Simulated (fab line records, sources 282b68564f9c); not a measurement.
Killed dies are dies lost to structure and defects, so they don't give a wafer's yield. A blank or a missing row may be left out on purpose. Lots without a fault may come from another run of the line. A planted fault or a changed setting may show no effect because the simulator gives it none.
Which tool did it? | flow rit_cmos | 14 lots, 42 wafers sampled, at 4 steps of a route of 202

WHAT THE GAUGES READ, wafer by wafer
RIT_SPACER_THK_MEAS_04.
lot  | measured    | on            | SPACER_NITRIDE_THK (nm)
L450 | day 3 12:06 | film_metro-01 | 249.3 247.9 250.3
L451 | day 3 14:28 | film_metro-01 | 255.6 256.5 254.7
L452 | day 3 18:28 | film_metro-03 | 252.5 250.2 252.9
L453 | day 3 23:40 | film_metro-04 | 246.8 249.1 248.4
L455 | day 4 14:02 | film_metro-03 | 246.1 247.6 247.1
L456 | day 4 15:58 | film_metro-03 | 250.5 249.6 250.4
L457 | day 4 19:17 | film_metro-04 | 253.5 253.2 253.4
L458 | day 5 00:32 | film_metro-04 | 249.4 249.0 249.8
L460 | day 5 13:53 | film_metro-04 | 254.8 253.8 251.9
L461 | day 5 20:43 | film_metro-01 | 251.4 253.5 253.2
L463 | day 6 03:11 | film_metro-04 | 105.4 105.5 102.9
L465 | day 6 15:10 | film_metro-04 | 98.7 100.3 100.8
L470 | day 7 12:48 | film_metro-03 | 245.7 249.4 251.4
L471 | day 7 18:47 | film_metro-03 | 247.0 244.7 248.3

RIT_M1_BOW_MEAS_16.
lot  | measured    | on            | M1_BOW (um)
L450 | day 4 00:39 | film_metro-04 | 19 13 29
L451 | day 4 02:09 | film_metro-03 | 12 16 11
L452 | day 4 05:52 | film_metro-03 | 19 25 12
L453 | day 4 11:33 | film_metro-04 | 13 10 25
L455 | day 5 02:44 | film_metro-03 | 11 19 -7
L456 | day 5 04:15 | film_metro-04 | 20 19 19
L457 | day 5 10:03 | film_metro-04 | 28 14 14
L458 | day 5 11:48 | film_metro-03 | 13 11 17
L460 | day 6 01:51 | film_metro-03 | 31 9 19
L461 | day 6 08:00 | film_metro-02 | 13 24 21
L463 | day 6 15:14 | film_metro-02 | -4 -8 -1
L465 | day 7 02:30 | film_metro-04 | 1 -9 -5
L470 | day 8 00:13 | film_metro-03 | 17 12 17
L471 | day 8 06:08 | film_metro-02 | 18 9 21

WHICH TOOL RAN EACH LOT (tool, then ch and the chambers of the sampled wafers, then the start)
lot  | RIT_SPACER_CVD_03          | RIT_SPACER_ETCHBACK_05
L450 | lpcvd-01 ch 1, day 3 10:11 | rie_diel-04 ch 1,2, day 3 12:10
L451 | lpcvd-01 ch 0, day 3 12:34 | rie_diel-01 ch 1,2,3, day 3 14:32
L452 | lpcvd-01 ch 0, day 3 16:32 | rie_diel-02 ch 2,3, day 3 18:31
L453 | lpcvd-02 ch 0, day 3 21:45 | rie_diel-04 ch 0,1,3, day 3 23:43
L455 | lpcvd-01 ch 0, day 4 12:07 | rie_diel-04 ch 0,3, day 4 14:05
L456 | lpcvd-01 ch 0, day 4 14:02 | rie_diel-02 ch 0,1,3, day 4 16:01
L457 | lpcvd-01 ch 1, day 4 17:22 | rie_diel-01 ch 0,1,3, day 4 19:21
L458 | lpcvd-02 ch 1, day 4 22:37 | rie_diel-01 ch 0,1,3, day 5 00:36
L460 | lpcvd-02 ch 1, day 5 11:59 | rie_diel-01 ch 1,2,3, day 5 13:57
L461 | lpcvd-01 ch 1, day 5 17:50 | rie_diel-02 ch 0,3, day 5 20:46
L463 | lpcvd-01 ch 1, day 6 01:16 | rie_diel-02 ch 0,1,2, day 6 03:14
L465 | lpcvd-01 ch 0, day 6 13:15 | rie_diel-01 ch 0,1,3, day 6 15:13
L470 | lpcvd-02 ch 1, day 7 09:55 | rie_diel-02 ch 1,2,3, day 7 12:51
L471 | lpcvd-02 ch 0, day 7 15:54 | rie_diel-02 ch 0,3, day 7 18:50
- RIT_SPACER_CVD_03: deposits Si3N4 from SiH2Cl2/NH3, target thk 250 nm, time 3300 s.
- RIT_SPACER_ETCHBACK_05: etches Si3N4 in SF6/CHF3, stops on SiO2, target depth 250 nm, time 240 s.

WHAT THE TOOLS THEMSELVES READ (means of the sampled wafers that have a number; where no wafer has one, the mark that the record gives instead)
RIT_SPACER_CVD_03.
lot  | tool     | pressure_mtorr (mTorr) | spike_tc_load_C (C) | spike_tc_source_C (C) | susceptor_temp_C (C)
L450 | lpcvd-01 | 300.4                  | 832.6               | 834                   | 810.5
L451 | lpcvd-01 | 300.0                  | 837.8               | 832                   | 809.8
L452 | lpcvd-01 | 299.5                  | 837.3               | 832                   | 810.3
L453 | lpcvd-02 | 299.7                  | 837.1               | 837                   | 810.3
L455 | lpcvd-01 | 300.3                  | 836.8               | 832                   | 810.2
L456 | lpcvd-01 | 300.4                  | 836.9               | 831                   | 809.6
L457 | lpcvd-01 | 300.4                  | 832.1               | 834                   | 809.9
L458 | lpcvd-02 | 299.6                  | 834.2               | 828                   | 810.0
L460 | lpcvd-02 | 299.9                  | 834.1               | 827                   | 810.3
L461 | lpcvd-01 | 300.3                  | 832.4               | 835                   | 810.0
L463 | lpcvd-01 | 299.4                  | 831.8               | 835                   | 810.1
L465 | lpcvd-01 | 300.2                  | 837.3               | 831                   | 809.7
L470 | lpcvd-02 | 299.7                  | 834.1               | 829                   | 809.7
L471 | lpcvd-02 | 300.2                  | 836.9               | 838                   | 809.9

RIT_SPACER_ETCHBACK_05.
lot  | tool        | CHF3_flow_sccm (sccm) | drypump_motor_current_A (A) | oes_product_au (a.u.) | throttle_valve_pct (%)
L450 | rie_diel-04 | 29.98                 | 4.9                         | 0.838                 | 10.35
L451 | rie_diel-01 | 30.02                 | 6.1                         | 0.853                 | 10.25
L452 | rie_diel-02 | 30.01                 | 6.0                         | 0.845                 | 10.29
L453 | rie_diel-04 | 29.98                 | 5.8                         | 0.827                 | 10.15
L455 | rie_diel-04 | 29.97                 | 6.3                         | 0.821                 | 10.11
L456 | rie_diel-02 | 30.01                 | 5.9                         | 0.840                 | 10.23
L457 | rie_diel-01 | 29.92                 | 6.1                         | 0.862                 | 10.16
L458 | rie_diel-01 | 29.92                 | 6.1                         | 0.850                 | 10.16
L460 | rie_diel-01 | 29.98                 | 6.1                         | 0.845                 | 10.26
L461 | rie_diel-02 | 30.13                 | 6.3                         | 0.840                 | 10.20
L463 | rie_diel-02 | 30.01                 | 5.7                         | 0.486                 | 10.13
L465 | rie_diel-01 | 30.01                 | 6.1                         | 0.483                 | 10.05
L470 | rie_diel-02 | 29.98                 | 5.6                         | 0.839                 | 10.31
L471 | rie_diel-02 | 30.03                 | 6.3                         | 0.829                 | 10.20

THE ANSWER, worked out from the rows above alone
Rule: what is usual is taken from the lots themselves. Put in order of their means at a reading, lots are off if they are a third of the lots or fewer, leave a main group of 4 or more, and stand apart from it by a gap of 3 or more times the standard deviation of the main group's means; of several such gaps the widest counts. A main group whose means are all the same, to the digits that the tables above print for the reading, isn't used. A lot without any number at a reading at which 4 lots or more have one is off too. The other lots that the step has rows for count as sound. The gauges are gone through in route order, then the tools' own readings, and for those a lot's mean is taken as printed above. The first step at which some lot is off is used, and at that step the reading that is off furthest; a lot without a number counts as furthest.
Off: L463, L465, at RIT_SPACER_THK_MEAS_04 (SPACER_NITRIDE_THK). The main group: mean 250.5 nm, standard deviation 2.7.
A tool fits if, at a process step before that reading, it ran every lot that is off, and no sound lot after the first of them. The gauges at RIT_SPACER_THK_MEAS_04 aren't tried: what is off there is off at RIT_SPACER_ETCHBACK_05 too, on other tools, and a gauge's error can't cause that. One fits: lpcvd-01 at RIT_SPACER_CVD_03. Its last sound lot is L461 (day 5 17:50), its first lot that is off L463 (day 6 01:16): a fault that began between those two fits.

WHAT THE SIMULATOR HAD PUT IN
Process parameter drift: lpcvd-01, from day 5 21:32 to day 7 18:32, at RIT_SPACER_CVD_03. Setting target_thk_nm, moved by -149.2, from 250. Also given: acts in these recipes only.
Lots struck among those shown: L463, L465. The rule above found the same.
